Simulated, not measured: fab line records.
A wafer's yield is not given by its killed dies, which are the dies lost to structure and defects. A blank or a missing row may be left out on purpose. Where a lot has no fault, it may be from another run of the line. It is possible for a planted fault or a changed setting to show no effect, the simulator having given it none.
A lot that was struck, set against a sound lot :: flow rit-cmos :: 15 out of 202 route steps
Sound: wafers L918.1, L918.3, L918.4. The struck wafers were L930.1, L930.3, L930.4. Last of all comes the cause.
At each step with rows: each side's tool, then ch and its chambers, then its first start. Under that, the readings that differ: sound wafers :: struck wafers :: difference of the means :: sigmas: that difference in standard deviations of wafers without a fault.
alike: readings whose means differ by less than 2 such deviations, and words and numbers that are the same on both sides. not compared: withheld readings, readings that some wafer has no value for, bounds like >300 that may hide the same value, and numbers for which the record gives no deviation and whose values overlap.
A row with sigmas, a row that says differs or no value, or rows on one side alone: a step with any of these is where the two part. When numbers do not overlap yet have no deviation, they are printed without sigmas and do not part them. A reading missing from all wafers of one side parts the sides only when that side holds two or more wafers.

first, 6 steps without rows for these wafers: RIT_PRETRO_HMDS_00 (prime time 60 s); RIT_PRETRO_COAT_01 (resist thk 1300 nm); RIT_PRETRO_SOFTBAKE_02 (time 60 s); RIT_PRETRO_EXPOSE_03 (exposes mask M5, target cd 43700 nm); RIT_PRETRO_PEB_04; RIT_PRETRO_DEVELOP_05 (develop time 68 s).
RIT_PRETRO_OVL_MEAS_06:
  struck on overlay-02, day 4 23:51; sound on overlay-01, day 2 08:41
  alike: PRETRO_OVL
then, 2 steps without rows for these wafers: RIT_PRETRO_HARDBAKE_07 (time 120 s); RIT_PRETRO_IMPLANT_08.
RIT_PRETRO_STRIP_09: strips in O2, time 180 s.
  sound on plasma-asher-04 ch 0,1, day 2 09:07; struck on plasma-asher-01 ch 0,1, day 5 00:17
  alike: drypump-motor-current-A
  not compared: rf-hours-counter-h
RIT_PRETRO_TW_MEAS_10:
  struck on film-metro-01, day 5 00:28; sound on film-metro-02, day 2 09:17
  alike: PRETRO_TW
then, 1 step without rows for these wafers: RIT_GATE_WET_ETCH_00 (etches SiO2 in BOE, target depth 56 nm, time 60 s).
RIT_GATE_CLEAN_01: cleans in SC1, time 580.1 s.
  sound on wet-bench-03 ch 2, day 2 09:22; struck on wet-bench-04 ch 2, day 5 00:33
  no value came back on the struck wafers for bath-guard-temp-C (C), bath-heat-duty-pct (%), temp-c (C); on the sound wafers bath-guard-temp-C (C) reads 74.6 74.7 75.0
then, 1 step without rows for these wafers: RIT_GATE_CLEAN_02 (cleans in dHF, time 30 s).
RIT_M1_PROBE_99:
  struck on prober-02, day 6 03:42; sound on prober-02, day 3 11:23
  alike: killed_at_M0_to_M3, killed-at-contacts, killed-at-front-end, killed-dies, killed-open, killed-short

## WHERE THEY PART
Within this record, at RIT_GATE_CLEAN_01 only. Later steps at which nothing parts them and some readings are alike: RIT_M1_PROBE_99.

WHY: the cause the simulator had injected
At RIT_GATE_CLEAN_01, the step was skipped entirely on wet-bench-04 from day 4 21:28 on. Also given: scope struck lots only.
